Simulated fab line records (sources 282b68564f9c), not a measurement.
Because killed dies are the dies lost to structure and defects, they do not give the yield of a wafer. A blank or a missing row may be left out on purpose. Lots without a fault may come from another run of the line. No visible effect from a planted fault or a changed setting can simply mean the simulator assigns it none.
Struck lot and sound lot, side by side -- flow rit cmos -- 43 steps out of a route of 202
Sound: these wafers, L138.2, L138.5, L138.6. Struck: wafers L145.3, L145.4, L145.5. The cause is named last.
Each step with rows lists, per side, the tool, then ch with its chambers, then its first start. Under that, the readings that differ: sound wafers -- struck wafers -- difference of the means -- sigmas: that difference in standard deviations of wafers without a fault.
alike: same words and numbers on both sides, and readings whose means sit less than 2 such deviations apart. not compared: any withheld reading, any reading some wafer has no value for, any bound like >300 that may hide the same value, and any number with overlapping values for which the record gives no deviation.
A row with sigmas, a row that says differs or no value, or rows on one side alone: a step with any of these is where the two part. Numbers that have no deviation but don't overlap get no sigmas and don't part them. A reading missing from all wafers of one side parts the sides only when that side holds two or more wafers.

RIT_ACTIVE_THK_MEAS_04:
  struck on film metro-04, day 4 03:49; sound on film metro-04, day 2 15:20
  alike: ACTIVE_NITRIDE_THK
then, 6 steps without rows for these wafers: RIT_ACTIVE_HMDS_05 (prime time 60 s); RIT_ACTIVE_COAT_06 (resist thk 995 nm); RIT_ACTIVE_SOFTBAKE_07 (time 60 s); RIT_ACTIVE_EXPOSE_08 (exposes mask M1, target cd 1400 nm); RIT_ACTIVE_PEB_09; RIT_ACTIVE_DEVELOP_10 (develop time 50 s).
RIT_ACTIVE_CD_MEAS_11: the cd target is 1400 nm.
  struck on cd sem-01, day 4 04:45; sound on cd sem-02, day 2 16:22
  alike: cd nm
then, 1 step without rows for these wafers: RIT_ACTIVE_HARDBAKE_12 (time 60 s).
RIT_ACTIVE_ETCH_13: etches Si3N4 in SF6, stops on SiO2, time 210 s, target depth 210 nm.
  sound on rie diel-01 ch 2,3, day 2 16:37; struck on rie diel-04 ch 1,3, day 4 05:01
  alike: SF6_flow_sccm, drypump motor current A, oes product au, throttle valve pct
  not compared: rf hours counter h
RIT_ACTIVE_STRIP_14: strips in O2, time 180 s.
  sound on plasma asher-02 ch 0,1, day 2 16:44; struck on plasma asher-03 ch 0,1, day 4 05:12
  alike: drypump motor current A
  not compared: rf hours counter h
RIT_ACTIVE_CD_MEAS_90: the cd target is 1400 nm.
  struck on cd sem-01, day 4 05:22; sound on cd sem-01, day 2 16:56
  alike: cd nm
RIT_ACTIVE_CLEAN_15: cleans in SC1, time 589 s.
  sound on wet bench-03 ch 0, day 2 17:02; struck on wet bench-03 ch 3, day 4 05:26
then, 3 steps without rows for these wafers: RIT_ACTIVE_CLEAN_16 (cleans in dHF, time 30 s); RIT_ACTIVE_CLEAN_17 (cleans in SC2, time 600 s); RIT_FOX1_OXIDATION_00 (target thk 350.7 nm, ox time 1130 s).
RIT_FOX1_THK_MEAS_01:
  struck on film metro-02, day 4 07:08; sound on film metro-03, day 2 19:08
  alike: FOX1_OXIDE_THK
then, 2 steps without rows for these wafers: RIT_FOX1_WET_ETCH_02 (etches SiO2 in BOE, target depth 350 nm, time 390 s); RIT_FOX2_OXIDATION_00 (target thk 350.7 nm, ox time 1130 s).
RIT_FOX2_THK_MEAS_01:
  struck on film metro-03, day 4 08:38; sound on film metro-04, day 2 20:38
  alike: FOX2_OXIDE_THK
then, 2 steps without rows for these wafers: RIT_FOX2_CLEAN_02 (cleans in dHF, time 180 s); RIT_FOX2_WET_ETCH_03 (etches Si3N4 in H3PO4, target depth 195 nm, time 2700 s).
RIT_FOX2_THK_MEAS_90:
  struck on film metro-02, day 4 09:31; sound on film metro-03, day 2 21:31
  alike: FIELD_OXIDE_LEFT_1_THK
then, 6 steps without rows for these wafers: RIT_NWELL_HMDS_00 (prime time 60 s); RIT_NWELL_COAT_01 (resist thk 1300 nm); RIT_NWELL_SOFTBAKE_02 (time 60 s); RIT_NWELL_EXPOSE_03 (exposes mask M2, target cd 43900 nm); RIT_NWELL_PEB_04; RIT_NWELL_DEVELOP_05 (develop time 68 s).
RIT_NWELL_OVL_MEAS_06:
  struck on overlay-02, day 4 10:27; sound on overlay-02, day 2 22:47
  alike: NWELL_OVL
then, 2 steps without rows for these wafers: RIT_NWELL_HARDBAKE_07 (time 120 s); RIT_NWELL_IMPLANT_08.
RIT_NWELL_STRIP_09: strips in O2, time 180 s.
  sound on plasma asher-01 ch 0,1, day 2 23:13; struck on plasma asher-04 ch 0,1, day 4 10:56
  alike: drypump motor current A
  not compared: rf hours counter h
RIT_NWELL_TW_MEAS_10:
  struck on film metro-03, day 4 11:04; sound on film metro-03, day 2 23:24
  alike: NWELL_TW
then, 6 steps without rows for these wafers: RIT_PWELL_HMDS_00 (prime time 60 s); RIT_PWELL_COAT_01 (resist thk 1300 nm); RIT_PWELL_SOFTBAKE_02 (time 60 s); RIT_PWELL_EXPOSE_03 (exposes mask M3, target cd 43700 nm); RIT_PWELL_PEB_04; RIT_PWELL_DEVELOP_05 (develop time 68 s).
RIT_PWELL_OVL_MEAS_06:
  struck on overlay-02, day 4 12:01; sound on overlay-01, day 3 00:20
reading,sound,struck,difference,sigmas
PWELL_OVL (nm),-1.0 -1.8 0.1,-4.5 -5.7 -3.4,-3.6,-3
then, 1 step without rows for these wafers: RIT_PWELL_HARDBAKE_07 (time 120 s).
RIT_M1_PROBE_99:
  struck on prober-01, day 6 09:38; sound on prober-02, day 4 15:51
reading,sound,struck,difference,sigmas
killed at front end,6 7 8,33 42 40,+31,+11
killed dies,6 7 8,33 42 40,+31,+11
  alike: killed_at_M0_to_M3, killed on rim, killed open, killed short

== WHERE THEY PART ==
First at RIT_PWELL_OVL_MEAS_06; last, within this record, at RIT_M1_PROBE_99.

WHY: whatever the simulator had introduced
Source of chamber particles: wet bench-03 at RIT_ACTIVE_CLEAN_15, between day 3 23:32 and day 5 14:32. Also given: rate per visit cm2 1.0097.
